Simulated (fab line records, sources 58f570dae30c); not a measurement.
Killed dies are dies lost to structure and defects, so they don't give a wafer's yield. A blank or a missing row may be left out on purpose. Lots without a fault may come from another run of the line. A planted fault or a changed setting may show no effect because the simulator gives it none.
fab line records | flow berkeley_cmos170 | part 2 of 2: steps 25 to 33 of 33
record lots=5 wafers=15 last_day=13
route steps=331 shown CONTACT@226 M1@238 V1@254
lots that met no fault: from a run of the same line without faults
start_h: hours from the record's first day to the start of the lot's first wafer shown | wait_h: hours since the lot's step before | " the same as in the row above | L1.1+2: a row that stands for several wafers | - no value, or no start given | * or withheld: withheld | < > ~ a bound
route shown NAME@n: a module of which the file shows steps, and the number in the route of the first | usual: mean/standard deviation of fault-free wafers | same: alike in all rows | chamber/n: place in a boat | sites: the reading at each site | _std_site: their standard deviation | _edge_site: outer sites' mean less inner sites' | radius_mm: how far each site lies from the wafer's centre | mask NAME#n: copy n | behind: the tool/chamber that last shaped the wafer | hold: why the lot was held/for how many hours/how that ended | device: the transistor (n, p or np) that didn't switch | end of line: the same wafers' tests at the end of the route | a step without rows: its recipe alone | killed: dies lost to structure and defects at the first sort, not the wafer's yield | map: a wafer's dies, x killed, . not, _ none there
set.NAME: the setting as run; set.NAME@STEP: as run at that earlier step | model.NAME: the simulator's own value behind a step, which no gauge read
lots at some steps of the route; a table a step, a row a wafer
services: from which hour (start_h, from the record's first day; less than 0 if before it) a tool's chamber was out of use, for how many hours, and why
## steps
# step UCB170_M1_METAL_ETCH_12
# recipe chemistry=Cl2/BCl3 target=Al stop_on=PSG pressure_mtorr=12 target_depth_a=7800 over_etch_frac=0.3 time_s=130 icp_w=600 bias_w=120 Cl2_flow_sccm=90 bcl3_flow_sccm=45
# usual bias_w=120.0/0.35 drypump_motor_current_A=5.31/0.29 oes_product_au=0.849/0.015 throttle_valve_pct=24.49/0.28
# columns lot.wafer tool chamber start_h wait_h bias_w drypump_motor_current_A oes_product_au rf_hours_counter_h throttle_valve_pct
L074.3 rie_metal-01 0 163.45 - 119.9 5.59 0.820 - 24.53
L074.4 " 1 " " 119.6 5.65 0.851 - 24.61
L074.5 " 1 " " 119.6 5.67 0.852 - 24.60
L076.1 rie_metal-01 0 181.98 - 120.5 5.58 0.819 1 24.53
L076.4 " 1 " " 120.1 5.64 0.853 - 24.62
L076.6 " 0 " " 120.7 5.60 0.816 - 24.53
L086.2 rie_metal-01 0 227.29 - 119.7 5.59 0.836 2 24.51
L086.3 " 1 " " 119.8 5.66 0.847 - 24.62
L086.6 " 1 " " 119.8 5.66 0.855 - 24.61
L096.1 rie_metal-02 1 298.98 - 120.1 5.35 0.857 11 24.95
L096.3 " 1 " " 119.7 5.35 0.850 - 24.92
L096.4 " 0 " " 120.1 5.15 0.863 - 24.12
L095.1 rie_metal-02 0 300.27 - 119.3 5.12 0.847 9 24.14
L095.4 " 1 " " 120.2 5.33 0.840 - 24.94
L095.5 " 0 " " 119.7 5.15 0.859 - 24.12
# step UCB170_M1_STRIP_13
# recipe chemistry=O2 power_w=400 pressure_mtorr=3500 platen_temp_c=withheld o2_flow_sccm=400 overash_fraction=0.5
# usual drypump_motor_current_A=5.7/0.71 oes_product_au=0.720/0.0043
# columns lot.wafer tool chamber start_h wait_h drypump_motor_current_A oes_product_au rf_hours_counter_h
L074.3 plasma_asher-04 0 163.60 0.1 5.0 0.723 -
L074.4 " 1 " " 6.6 0.724 -
L074.5 " 1 " " 6.5 0.726 -
L076.1 plasma_asher-04 1 182.11 0.1 6.6 0.721 52
L076.4 " 1 " " 6.6 0.724 -
L076.6 " 1 " " 6.6 0.729 -
L086.2 plasma_asher-04 1 227.42 0.1 6.6 0.718 57
L086.3 " 0 " " 5.0 0.723 -
L086.6 " 1 " " 6.6 0.723 -
L096.1 plasma_asher-03 1 299.12 0.1 4.8 0.721 20
L096.3 " 0 " " 6.3 0.719 -
L096.4 " 1 " " 4.8 0.713 -
L095.1 plasma_asher-04 1 300.41 0.1 6.6 0.722 65
L095.4 " 1 " " 6.6 0.721 -
L095.5 " 0 " " 5.0 0.721 -
# step UCB170_M1_CD_MEAS_90
# recipe target_cd_nm=700
# usual cd_nm=700.2/2.4
# columns lot.wafer tool chamber start_h wait_h cd_nm
L074.3 cd_sem-01 - 163.71 0.1 705.7
L074.4 " - " " 703.5
L074.5 " - " " 704.0
L076.1 cd_sem-01 - 182.26 0.1 695.6
L076.4 " - " " 697.0
L076.6 " - " " 693.2
L086.2 cd_sem-01 - 227.54 0.1 699.0
L086.3 " - " " 697.9
L086.6 " - " " 699.2
L096.1 cd_sem-01 - 299.22 0.1 697.9
L096.3 " - " " 696.4
L096.4 " - " " 694.4
L095.1 cd_sem-01 - 300.56 0.1 701.2
L095.4 " - " " 700.4
L095.5 " - " " 699.1
# step UCB170_M1_ANNEAL_14
# recipe temp_c=400 time_s=1200 ambient=forming_gas
# usual spike_tc_load_C=414.1/0.99 zone_power_source_pct=5.16/0.052
# columns lot.wafer tool chamber start_h wait_h spike_tc_load_C zone_power_source_pct
L074.3 furnace-03 0 163.79 0.1 414.5 5.21
L074.4 " 0 " " 412.7 5.16
L074.5 " 0 " " 412.7 5.10
L076.1 furnace-03 0 182.38 0.1 413.1 5.12
L076.4 " 0 " " 413.1 5.09
L076.6 " 0 " " 414.7 5.17
L086.2 furnace-03 0 227.64 0.1 414.2 5.14
L086.3 " 0 " " 414.7 5.16
L086.6 " 0 " " 415.0 5.15
L096.1 furnace-03 0 299.34 0.1 414.9 5.19
L096.3 " 0 " " 415.7 5.18
L096.4 " 0 " " 413.9 5.10
L095.1 furnace-03 0 302.00 1.4 414.6 5.19
L095.4 " 0 " " 414.5 5.07
L095.5 " 0 " " 413.7 5.16
# step UCB170_V1_CVD_00
# recipe material=SiO2 target_thk_nm=2000 temp_c=390 precursor=TEOS/O2 time_s=250 rf_w=550 pressure_mtorr=9000
# usual heater_power_w=257/65
# columns lot.wafer tool chamber start_h wait_h heater_power_w
L074.3 pecvd-01 1 165.12 0.0 240
L074.4 " 1 " " 294
L074.5 " 2 " " 191
L076.1 pecvd-03 1 183.71 0.0 215
L076.4 " 0 " " 386
L076.6 " 1 " " 275
L086.2 pecvd-03 0 228.98 0.0 391
L086.3 " 2 " " 187
L086.6 " 1 " " 192
L096.1 pecvd-02 0 300.67 0.0 284
L096.3 " 1 " " 239
L096.4 " 0 " " 202
L095.1 pecvd-02 0 303.34 0.0 295
L095.4 " 1 " " 165
L095.5 " 2 " " 405
# step UCB170_V1_THK_MEAS_01
# recipe reads=SiO2_of_V1_CVD_00
# usual V1_TEOS_THK=2001/29
# columns lot.wafer tool chamber start_h wait_h V1_TEOS_THK[nm]
L074.3 film_metro-02 - 165.30 0.1 1970
L074.4 " - " " 2037
L074.5 " - " " 2023
L076.1 film_metro-02 - 183.87 0.1 1987
L076.4 " - " " 2008
L076.6 " - " " 2022
L086.2 film_metro-03 - 229.14 0.1 2012
L086.3 " - " " 2029
L086.6 " - " " 2045
L096.1 film_metro-01 - 300.82 0.1 1960
L096.3 " - " " 1939
L096.4 " - " " 1994
L095.1 film_metro-01 - 303.49 0.1 1956
L095.4 " - " " 1999
L095.5 " - " " 1983
# step UCB170_V1_CMP_02
# recipe material=SiO2 down_force_psi=6 platen_rpm=60 pad_velocity_m_s=0.75398
# usual motor_current_A=16.1/2 retaining_ring_pressure_frac=1.000/0.0045
# columns lot.wafer tool chamber start_h wait_h motor_current_A retaining_ring_pressure_frac
L074.3 cmp-02 3 165.34 0.0 17.3 0.997
L074.4 " 0 " " 14.1 0.993
L074.5 " 3 " " 17.9 0.995
L076.1 cmp-01 2 184.03 0.1 15.6 0.993
L076.4 " 3 " " 13.5 0.998
L076.6 " 0 " " 14.8 0.998
L086.3 cmp-01 3 229.19 0.0 13.0 0.993
L086.2 " 2 " " 16.0 1.005
L086.6 " 0 " " 14.3 0.997
L096.1 cmp-01 0 300.88 0.1 14.6 1.010
L096.3 " 1 " " 18.9 0.991
L096.4 " 3 " " 13.3 1.002
L095.4 cmp-01 2 303.55 0.0 16.1 0.996
L095.1 " 3 " " 13.8 1.005
L095.5 " 3 " " 13.2 0.999
# step UCB170_V1_BOW_MEAS_03
# recipe mode=bow
# usual V1_BOW=19/6.7
# columns lot.wafer tool chamber start_h wait_h V1_BOW[um]
L074.3 film_metro-01 - 165.68 0.3 30
L074.4 " - " " 32
L074.5 " - " " 23
L076.1 film_metro-02 - 184.23 0.1 4
L076.4 " - " " 31
L076.6 " - " " 14
L086.2 film_metro-02 - 229.51 0.1 20
L086.3 " - " " 23
L086.6 " - " " 18
L096.1 film_metro-01 - 301.18 0.2 22
L096.3 " - " " 17
L096.4 " - " " 21
L095.1 film_metro-01 - 303.85 0.2 21
L095.4 " - " " 18
L095.5 " - " " 14
# step UCB170_V1_THK_MEAS_04
# recipe reads=SiO2_of_V1_CVD_00
# usual V1_POLISHED_THK=1000.2/1.1
# columns lot.wafer tool chamber start_h wait_h V1_POLISHED_THK[nm]
L074.3 film_metro-01 - 165.78 0.1 997.7
L074.4 " - " " 1000.2
L074.5 " - " " 997.4
L076.1 film_metro-02 - 184.35 0.1 1002.0
L076.4 " - " " 999.7
L076.6 " - " " 1002.3
L086.2 film_metro-02 - 229.62 0.1 999.4
L086.3 " - " " 999.1
L086.6 " - " " 999.7
L096.1 film_metro-01 - 301.30 0.1 1000.7
L096.3 " - " " 1000.3
L096.4 " - " " 998.3
L095.1 film_metro-01 - 303.97 0.1 1000.9
L095.4 " - " " 1000.5
L095.5 " - " " 999.8
## services
# columns tool chamber start_h hours kind
plasma_asher-03 - 139.28 4.8 repair
plasma_asher-03 - 140.50 2.1 repair
rie_metal-01 - 146.93 0.5 repair
rie_diel-04 3 156.98 19.5 repair
rie_diel-01 3 166.99 8.8 repair
pecvd-03 1 173.86 2.3 repair
rie_diel-01 1 175.02 2.9 repair
rie_metal-02 0 182.55 2.3 repair
pvd_sputter-01 - 190.89 5.2 repair
plasma_asher-04 - 197.11 0.4 repair
pecvd-03 1 197.62 4.6 repair
rie_diel-01 0 200.05 4.5 repair
plasma_asher-04 - 204.01 1.1 repair
rie_metal-01 - 209.27 1.5 repair
krf_scanner-01 - 211.86 7.5 repair
krf_scanner-01 - 220.09 1.3 pm
rie_diel-02 2 228.24 13.7 repair
plasma_asher-03 - 241.74 1.7 repair
rie_metal-01 - 254.18 2.8 pm
krf_scanner-01 - 261.72 0.2 repair
krf_scanner-01 - 267.40 1.0 pm
rie_diel-04 2 283.05 2.5 repair
krf_scanner-01 - 290.74 0.8 pm
rie_metal-01 0 300.25 1.7 repair
